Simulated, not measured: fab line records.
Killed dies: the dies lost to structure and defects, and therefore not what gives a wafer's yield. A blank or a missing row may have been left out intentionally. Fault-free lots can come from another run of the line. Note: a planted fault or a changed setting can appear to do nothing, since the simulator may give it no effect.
Problem report, 8D (eight disciplines) form, completed by code	flow berkeleyCmos170	the parts of the form that need people (team, actions taken, sign-off) are left out

1. WHAT IS WRONG
V1_TEOS_THK at UCB170_V1_THK_MEAS_01 reads a mean of 2652 nm on 6 wafers of 2 lots; wafers without a fault read 2005 nm with a standard deviation of 32. That is +20 standard deviations from the usual mean.
The first sign was on wafer L504.1 at day 10 23:27, on filmMetro-03. The record holds 42 wafers of 14 lots with a number at this step. Rule for "out", or "out of limits": more than 4 standard deviations from the usual mean. The other wafers with a number count as sound.

2. WHAT THIS IS AND IS NOT
question	is	is not
which readings at this step	V1_TEOS_THK	-
which lots	L504, L505	L486, L489, L490, L491, L492, L494, L495, L499, L500, L506, L507, L509
which wafers of those lots	all that have a number	-
read on which gauges	filmMetro-01, filmMetro-03	filmMetro-04
when	from day 10 23:27	up to then (27 sound wafers); but 9 sound wafers of L506, L507, L509 came after

3. WHAT RULES OUT EACH SUSPECT
Counting: any tool at a process step up to the reading is kept as a suspect provided that every lot that is out went through it and no sound lot did after the first of them.
- ruled out: the gauge at UCB170_V1_THK_MEAS_01. 2 gauges (filmMetro-01, filmMetro-03) read the wafers that are out.
- pecvd-02 at UCB170_V1_CVD_00 (deposits SiO2 from TEOS/O2, target thk 2000 nm, time 250 s): kept. It ran every lot that is out, first L504 (day 10 23:18), and no sound lot after that; its last sound lot up to then is L495 (day 9 19:37).
The count leaves pecvd-02 at UCB170_V1_CVD_00.

4. THE CAUSE (what the simulator had put in)
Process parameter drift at UCB170_V1_CVD_00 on pecvd-02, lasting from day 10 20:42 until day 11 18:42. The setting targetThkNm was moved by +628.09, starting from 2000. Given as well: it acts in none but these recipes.
Counting left only this tool.

5. THE EFFECT CHAIN, in route order
One row per reading whose mean, taken over the struck wafers that have a number, lies over 3 standard deviations from the usual. Only readings for which the record gives a usual standard deviation are gone through. hours: the time from each lot's start at the first step in this table that gives one to its start at this step, as a median over the lots. sigmas: the change in usual standard deviations.
hours	step	reading	usual	on struck wafers	change	sigmas
0	UCB170_V1_THK_MEAS_01	V1_TEOS_THK	2005 nm	2652	+647	+20

6. HOW IT WOULD HAVE BEEN CAUGHT EARLIER
Counted from the fault's start at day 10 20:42, it took 3 hours until the first out-of-limits reading at a measuring or inspecting step in this record, taken at day 10 23:27.
Of the tool readings at UCB170_V1_CVD_00 for which the record gives a usual standard deviation, none was out on any struck wafer, so an alarm limit of 4 standard deviations on them would not have fired.
Among the 2 lots that are out, L505 began UCB170_V1_CVD_00 on pecvd-02 after day 10 23:27. Holding the tool at that time would have saved it.
